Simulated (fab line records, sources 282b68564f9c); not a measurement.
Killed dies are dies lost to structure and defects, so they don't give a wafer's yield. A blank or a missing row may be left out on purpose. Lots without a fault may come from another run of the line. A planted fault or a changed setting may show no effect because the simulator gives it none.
Problem report in the 8D (eight disciplines) form, filled by code | flow rit_cmos | the parts of the form that need people (team, actions taken, sign-off) are left out

1. THE PROBLEM
cd_nm at RIT_M1_CD_MEAS_09 reads a mean of 2615.2 nm on 9 wafers of 3 lots; wafers without a fault read 2600.5 nm with a standard deviation of 2.1. That is +7.0 standard deviations from the usual mean.
The step: target cd 2600 nm.
First seen on wafer L647.1, day 7 00:50, on cd_sem-02. The record holds 45 wafers of 15 lots with a number at this step. Rule for "out", or "out of limits": more than 4 standard deviations from the usual mean. The other wafers with a number count as sound.

2. WHAT IT IS AND WHAT IT IS NOT
question                    | is                     | is not
which readings at this step | cd_nm                  | -
which lots                  | L647, L649, L650       | L631, L632, L635, L637, L638, L639, L640, L641, L642, L643, L644, L651
which wafers of those lots  | all that have a number | -
read on which gauges        | cd_sem-02              | cd_sem-01
when                        | from day 7 00:50       | up to then (33 sound wafers); but 3 sound wafers of L651 came after

3. SUSPECTS, AND WHAT RULES EACH OUT
Counting: a tool at a process step up to the reading stays a suspect if it ran every lot that is out and no sound lot after the first of them.
- the gauge at RIT_M1_CD_MEAS_09: ruled out. All the wafers that are out were read on cd_sem-02, but those of them that RIT_M1_EXPOSE_06 has rows for are out there too, on other tools.
- iline_stepper-01 at RIT_M1_EXPOSE_06 (exposes mask M12, target cd 2600 nm): kept. It ran every lot that is out, first L647 (day 7 00:24), and no sound lot after that; its last sound lot up to then is L644 (day 6 11:41). Its own readings are out on those wafers: exposure_dose_mJ_cm2.
Left after counting: iline_stepper-01 at RIT_M1_EXPOSE_06.

4. THE CAUSE (what the simulator had put in)
Process parameter drift: iline_stepper-01, from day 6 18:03 on, at RIT_M1_EXPOSE_06. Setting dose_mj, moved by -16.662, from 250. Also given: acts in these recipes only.
Counting left only this tool.

5. THE CHAIN OF EFFECTS, in route order
Each row: a reading whose mean over the struck wafers that have a number lies more than 3 standard deviations from the usual. Only readings for which the record gives a usual standard deviation are gone through. hours: the time from each lot's start at the first step in this table that gives one to its start at this step, as a median over the lots. sigmas: the change in usual standard deviations.
hours | step              | reading              | usual     | on struck wafers | change | sigmas
0     | RIT_M1_EXPOSE_06  | exposure_dose_mJ_cm2 | 249.88    | 236.39           | -13.49 | -54
0     | RIT_M1_CD_MEAS_09 | cd_nm                | 2600.5 nm | 2615.2           | +14.7  | +7.0
The process steps in it:
- RIT_M1_EXPOSE_06: exposes mask M12, target cd 2600 nm.

6. WHAT WOULD HAVE CAUGHT IT SOONER
In this record the first reading out of limits at a measuring or inspecting step was taken at day 7 00:50, 7 hours after the fault began at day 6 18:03.
The tool's own readings at RIT_M1_EXPOSE_06 were out on every struck wafer that the step has a row for (exposure_dose_mJ_cm2): an alarm limit on them would have fired on the first of those.
Of the lots that are out (3), L649, L650 began RIT_M1_EXPOSE_06 on iline_stepper-01 after day 7 00:50. A hold on the tool at that time would have spared those 2.
